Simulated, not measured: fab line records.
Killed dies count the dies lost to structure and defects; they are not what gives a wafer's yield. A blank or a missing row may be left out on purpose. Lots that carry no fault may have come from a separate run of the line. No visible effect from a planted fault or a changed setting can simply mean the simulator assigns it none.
The same fault as seen by 2 desks ; flow berkeley_cmos170 ; every desk sees just its own numbers, and what lay behind them comes last

AT THE TOOL OWNER'S DESK: implanter-03
UCB170_NSD_IMPLANT_08, tool's own readings: per-lot mean of the sampled wafers with a number, covering each lot this tool ran. The brackets show how far a lot's mean lies from the usual mean; more than 4 standard deviations puts the lot out of limits, marked OUT.
Columns: A = beam_energy_keV at UCB170_NSD_IMPLANT_08, usual 40.001; B = dose_ions_cm2 at UCB170_NSD_IMPLANT_08, usual 3e+15
lot;first seen here;A;B
L552;day 8 13:08;40.012;3e+15
L554;day 9 03:57;40.010;3e+15
L555;day 9 04:24;35.567 (-99 or more) OUT;3e+15
L557;day 9 11:05;35.582 (-99 or more) OUT;3e+15
L562;day 10 03:32;35.574 (-99 or more) OUT;3e+15
This desk's verdict: out of limits on L555, L557, L562, starting with L555 at day 9 04:24 (beam_energy_keV at UCB170_NSD_IMPLANT_08). In limits: L552, L554.

AT THE METROLOGY DESK
Means of the sampled wafers that have a number, per lot and without regard to the tool the lot ran on: this is what the gauges read. The brackets show how far a lot's mean lies from the usual mean; more than 4 standard deviations puts the lot out of limits, marked OUT.
Columns: A = NSD_OVL at UCB170_NSD_OVL_MEAS_07, usual 2 nm; B = NSD_TW at UCB170_NSD_TW_MEAS_10, usual 4140; C = PSD_RS at UCB170_SDANNEAL_RS_MEAS_02, usual 75.6 ohm/sq; D = NSD_RS at UCB170_SDANNEAL_RS_MEAS_03, usual 37.28 ohm/sq
lot;first seen here;A;B;C;D
L551;day 7 07:07;0;4164;76.2;37.27
L552;day 8 13:06;-3;4142;75.9;37.30
L554;day 9 03:54;5;4127;75.7;37.24
L553;day 9 04:04;3;4143;75.4;37.33
L556;day 9 04:10;-4;4129;75.4;37.33
L555;day 9 04:21;-11;4009 (-7.7) OUT;75.6;38.70 (+16) OUT
L558;day 9 10:46;-4;4138;75.7;37.14
L557;day 9 11:02;6;3988 (-9.0) OUT;75.1;38.66 (+15) OUT
L561;day 9 20:24;3;4138;75.2;37.29
L562;day 10 03:29;6;4005 (-8.0) OUT;75.4;38.72 (+16) OUT
L568;day 11 10:10;7;4115;75.7;37.25
L571;day 12 00:10;2;4159;75.5;37.16
L572;day 12 00:21;1;4144;75.6;37.46
L570;day 12 05:06;10;4132;75.8;37.34
L573;day 14 02:28;2;4139;75.8;37.42
This desk's finding: out of limits on L555, L557, L562; first on L555, day 9 04:38 (NSD_TW at UCB170_NSD_TW_MEAS_10). In limits: L551, L552, L554, L553, L556, L558, L561, L568, L571, L572, L570, L573.

PUT TOGETHER
The tool owner's desk had the chance to raise an alarm at day 9 04:24 on L555, L557, L562.
The metrology desk could have raised an alarm at day 9 04:38, on L555, L557, L562.
UCB170_NSD_IMPLANT_08 was run on implanter-03 by each of the lots named.

WHAT HAD BEEN PUT IN BY THE SIMULATOR
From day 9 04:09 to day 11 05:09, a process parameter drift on implanter-03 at UCB170_NSD_IMPLANT_08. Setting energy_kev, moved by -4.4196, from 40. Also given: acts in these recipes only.
Shown lots that were struck: L555, L557, L562.
Fault start to first reading out of limits, in hours, per desk: tool owner, 0; metrology, 0.
